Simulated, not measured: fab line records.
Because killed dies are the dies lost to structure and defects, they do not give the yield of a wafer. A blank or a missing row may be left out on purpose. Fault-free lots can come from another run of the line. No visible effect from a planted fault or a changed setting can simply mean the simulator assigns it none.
The tool behind it: which one? -- flow rit cmos -- 14 lots with 42 wafers sampled at 2 steps, on a route of 202 steps

## WHAT THE GAUGES READ, wafer by wafer
Not one reading of a measure or inspect step in the record can be checked against a usual standard deviation.

## WHICH TOOL RAN EACH LOT (tool, then ch and the chambers of the sampled wafers, then the start)
lot,RIT_NSD_DEVELOP_05,RIT_M1_PROBE_99
L921,"litho track-02 ch 0, day 3 03:00",-
L922,"litho track-04 ch 0, day 3 07:00","prober-01, day 3 17:34"
L923,"litho track-04 ch 0, day 3 11:00",-
L924,"litho track-04 ch 0, day 3 17:00",-
L926,"litho track-04 ch 0, day 4 02:00","prober-01, day 4 12:31"
L928,"litho track-04 ch 0, day 4 14:00","prober-01, day 5 00:22"
L929,"litho track-04 ch 0, day 4 16:00","prober-02, day 5 02:46"
L933,"litho track-02 ch 0, day 5 12:00","prober-02, day 5 23:40"
L935,"litho track-03 ch 0, day 5 22:00","prober-02, day 6 08:09"
L937,"litho track-02 ch 0, day 6 08:00",-
L938,"litho track-02 ch 0, day 6 12:00",-
L941,"litho track-03 ch 0, day 7 03:00",-
L942,"litho track-03 ch 0, day 7 08:00","prober-01, day 7 18:23"
L943,"litho track-03 ch 0, day 7 13:00",-
- RIT_NSD_DEVELOP_05: develop time 50 s.
- RIT_M1_PROBE_99

## AS READ BY THE TOOLS THEMSELVES (means over the sampled wafers that have a number; for cases with no such wafer, the mark the record gives instead)
RIT_NSD_DEVELOP_05. Usual: developer temp C 22.99 C, standard deviation 0.12.
lot,tool,developer temp C (C),flag
L921,litho track-02,22.98,
L922,litho track-04,23.11,
L923,litho track-04,22.97,
L924,litho track-04,23.02,
L926,litho track-04,23.05,
L928,litho track-04,21.98,OFF
L929,litho track-04,22.14,OFF
L933,litho track-02,23.06,
L935,litho track-03,22.91,
L937,litho track-02,23.18,
L938,litho track-02,22.93,
L941,litho track-03,22.89,
L942,litho track-03,23.08,
L943,litho track-03,23.04,

RIT_M1_PROBE_99. Usual: killed_at_M0_to_M3 0.0, standard deviation 0.14; killed at contacts 0.1, standard deviation 0.26; killed at front end 7, standard deviation 3.2; killed dies 7, standard deviation 3.2; killed open 3.2, standard deviation 2.1; killed short 3.7, standard deviation 2.1.
lot,tool,killed_at_M0_to_M3,killed at contacts,killed at front end,killed dies,killed open,killed short,flag
L922,prober-01,0.0,0.0,5,5,2.0,2.7,
L926,prober-01,0.0,0.0,8,8,4.3,3.7,
L928,prober-01,0.0,0.0,9,9,3.3,5.3,
L929,prober-02,0.0,0.0,5,5,2.3,2.7,
L933,prober-02,0.3,0.0,7,7,3.7,3.3,
L935,prober-02,0.0,0.0,2,2,1.7,0.3,
L942,prober-01,0.0,0.3,5,6,3.0,2.7,

## THE ANSWER, worked out from the rows above alone
Rule: a lot counts as off when the mean over its wafers that have a number is more than 3 standard deviations away from the usual mean. A lot without any number at a reading at which 4 lots or more have one is off too. All remaining lots with rows at the step are treated as sound. After the gauges, taken in route order, come the tools' own readings; for these a lot's mean is taken, as printed above. The first step at which some lot is off is used, and at that step the reading that is off furthest; a lot without a number counts as furthest.
Off, at RIT_NSD_DEVELOP_05 on developer temp C: L928, L929.
A tool fits if, at that step or a process step before it, it ran every lot that is off, and no sound lot after the first of them. One fits: litho track-04 at RIT_NSD_DEVELOP_05. Its last sound lot is L926 (day 4 02:00), its first lot that is off L928 (day 4 14:00): a fault that began between those two fits.
On the lots that are off, the tool's own readings at RIT_NSD_DEVELOP_05 differ by more than 5 times the standard deviation of the sound lots' means, which bears it out; developer temp C reads 22.06 C there versus 23.02 C on the sound lots.

## WHAT WAS PUT IN BY THE SIMULATOR
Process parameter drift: litho track-04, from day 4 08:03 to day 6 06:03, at RIT_NSD_DEVELOP_05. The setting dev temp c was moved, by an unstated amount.
Lots struck among those shown: L928, L929. The rule given above showed the same thing.
